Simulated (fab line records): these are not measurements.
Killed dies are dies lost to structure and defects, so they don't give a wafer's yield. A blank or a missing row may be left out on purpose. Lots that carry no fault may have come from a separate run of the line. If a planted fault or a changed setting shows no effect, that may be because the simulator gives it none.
Struck lot and sound lot, side by side + flow berkeley_cmos170 + 15 out of 331 route steps
Sound: these wafers, L749.1, L749.4, L749.6. Wafers L762.2, L762.5, L762.6 were the ones struck. At the end, the cause is stated.
Per side, at each step with rows, come the tool, then ch with its chambers, and then its first start. Under that, the readings that differ: sound wafers + struck wafers + difference of the means + sigmas: that difference in standard deviations of wafers without a fault.
alike: readings whose means differ by less than 2 such deviations, and words and numbers that are the same on both sides. not compared: withheld readings, readings that some wafer has no value for, bounds like >300 that may hide the same value, and numbers for which the record gives no deviation and whose values overlap.
A row with sigmas, a row that says differs or no value, or rows on one side alone: a step with any of these is where the two part. Numbers that have no deviation but don't overlap get no sigmas and don't part them. A reading that every wafer of one side lacks parts them only if that side has two wafers or more.

first, 5 steps without rows for these wafers: UCB170_CONTACT_COAT_10 (resist thk 900 nm); UCB170_CONTACT_SOFTBAKE_11 (time 60 s); UCB170_CONTACT_EXPOSE_12 (exposes mask CONT, target cd 700 nm); UCB170_CONTACT_PEB_13; UCB170_CONTACT_DEVELOP_14 (develop time 45 s).
UCB170_CONTACT_CD_MEAS_15 targets a cd of 700 nm.
  struck on cd_sem-02, day 11 05:05; sound on cd_sem-01, day 9 10:37
| reading    | sound             | struck            | difference | sigmas |
|------------|-------------------|-------------------|------------|--------|
| cd_nm (nm) | 698.5 698.3 698.9 | 702.4 703.4 701.5 | +3.9       | +3     |
UCB170_CONTACT_OVL_MEAS_16:
  struck on overlay-01, day 11 05:11; sound on overlay-02, day 9 10:45
  alike: CONTACT_OVL
UCB170_CONTACT_ETCH_17: etches BARC in N2/H2.
  sound on rie_diel-04 ch 1,3, day 9 10:47; struck on rie_diel-01 ch 1,2, day 11 05:13
  alike: chamber_pressure_mTorr, drypump_motor_current_A, h2_flow_sccm, oes_product_au, throttle_valve_pct
UCB170_CONTACT_ETCH_18: etches PSG in CHF3/CF4/Ar, stops on TiSi2, target depth 840 nm, time 195 s.
  sound on rie_diel-04 ch 1,3; struck on rie_diel-01 ch 1,2
  alike: chamber_pressure_mTorr, drypump_motor_current_A, oes_product_au, throttle_valve_pct
  not compared: rf_hours_counter_h
UCB170_CONTACT_STRIP_19: strips in O2.
  sound on plasma_asher-01 ch 0,1, day 9 10:57; struck on plasma_asher-02 ch 0,1, day 11 05:23
  alike: chamber_pressure_mTorr, drypump_motor_current_A, oes_product_au
  not compared: rf_hours_counter_h
UCB170_CONTACT_CD_MEAS_90 targets a cd of 700 nm.
  struck on cd_sem-01, day 11 05:31; sound on cd_sem-01, day 9 11:03
| reading    | sound             | struck            | difference | sigmas |
|------------|-------------------|-------------------|------------|--------|
| cd_nm (nm) | 698.2 699.4 699.9 | 702.6 703.5 701.8 | +3.5       | +2     |
then, 1 step without rows for these wafers: UCB170_CONTACT_CLEAN_20 (cleans in SPM, time 600 s).
UCB170_M1_SPUTTER_00: material Al, target thk 600 nm, time 80 s.
  struck on pvd_sputter-03, day 11 07:44; sound on pvd_sputter-03, day 9 11:21
| reading                               | sound             | struck            | difference | sigmas |
|---------------------------------------|-------------------|-------------------|------------|--------|
| model.Al_of_M1_SPUTTER_00.thk_nm (nm) | 602.6 604.4 600.5 | 877.9 884.2 882.3 | +279.0     |        |
  alike: throttle_valve_pct
UCB170_M1_RS_MEAS_01: the measuring method here is four-point-probe.
  struck on film_metro-01, day 11 08:06; sound on film_metro-03, day 9 11:25
| reading           | sound                | struck               | difference | sigmas |
|-------------------|----------------------|----------------------|------------|--------|
| M1_AL_RS (ohm/sq) | 0.0484 0.0482 0.0485 | 0.0330 0.0327 0.0329 | -0.0155    | -38    |
  not compared: hold
UCB170_M3_PROBE_99:
  the record has rows for the sound wafers here (prober-02, day 10 10:22) and none for the struck ones

== WHERE THEY PART ==
At UCB170_CONTACT_CD_MEAS_15 first; at UCB170_M3_PROBE_99 last (within this record only).

WHY: what had been put in by the simulator
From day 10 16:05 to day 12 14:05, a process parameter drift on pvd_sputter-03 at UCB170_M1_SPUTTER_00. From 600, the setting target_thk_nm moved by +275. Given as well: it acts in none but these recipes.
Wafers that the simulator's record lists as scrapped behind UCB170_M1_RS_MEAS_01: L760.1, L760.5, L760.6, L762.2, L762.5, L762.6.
